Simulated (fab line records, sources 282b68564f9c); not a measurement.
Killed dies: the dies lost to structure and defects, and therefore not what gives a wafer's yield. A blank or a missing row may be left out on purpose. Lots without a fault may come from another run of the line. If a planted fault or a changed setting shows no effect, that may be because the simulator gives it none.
Which tool was responsible?	flow ritCmos	route of 202 steps, sampled at 1 step: 14 lots, 42 wafers

== WHAT EACH GAUGE READ, for each wafer ==
RIT_ACTIVE_BOW_MEAS_00. Usual: INCOMING_BOW typically reads 0 um, with standard deviation 6.4.
lot	measured	on	INCOMING_BOW (um)	flag
L783	day 1 10:01	filmMetro-04	-9 3 -5	
L786	day 2 01:01	filmMetro-02	5 -4 2	
L788	day 2 11:01	filmMetro-01	1 5 1	
L789	day 2 16:01	filmMetro-01	3 -1 7	
L790	day 2 21:00	filmMetro-01	10 1 -19	
L792	day 3 07:01	filmMetro-04	-4 -1 -3	
L793	day 3 12:00	filmMetro-02	-5 -1 -11	
L795	day 3 22:02	filmMetro-04	-1 -7 0	
L796	day 4 03:01	filmMetro-02	4 14 -1	
L799	day 4 18:00	filmMetro-02	-3 5 6	
L802	day 5 09:00	filmMetro-01	0 7 -3	
L804	day 5 19:02	filmMetro-04	-1 -2 -3	
L805	day 6 00:01	filmMetro-01	-12 3 8	
L806	day 6 05:02	filmMetro-04	-5 8 6	

== TOOL THAT RAN EACH LOT (tool first, then ch and the chambers of the sampled wafers, then the start) ==
Before these readings, the record contains no process step.

== AS READ BY THE TOOLS THEMSELVES (means over the sampled wafers that have a number; for cases with no such wafer, the mark the record gives instead) ==
The record holds no such reading with a usual standard deviation.

== THE ANSWER, worked out from the rows above alone ==
Rule: a lot is off if the mean of its wafers that have a number lies more than 3 standard deviations from the usual mean. Also off: a lot with no number at a reading for which 4 or more lots have one. The other lots that the step has rows for count as sound. After the gauges, taken in route order, come the tools' own readings; for these a lot's mean is taken, as printed above. The first step at which some lot is off is used, and at that step the reading that is off furthest; a lot without a number counts as furthest.
None of the lots is off at any reading shown; this tells nothing.

== WHAT THE SIMULATOR PUT IN ==
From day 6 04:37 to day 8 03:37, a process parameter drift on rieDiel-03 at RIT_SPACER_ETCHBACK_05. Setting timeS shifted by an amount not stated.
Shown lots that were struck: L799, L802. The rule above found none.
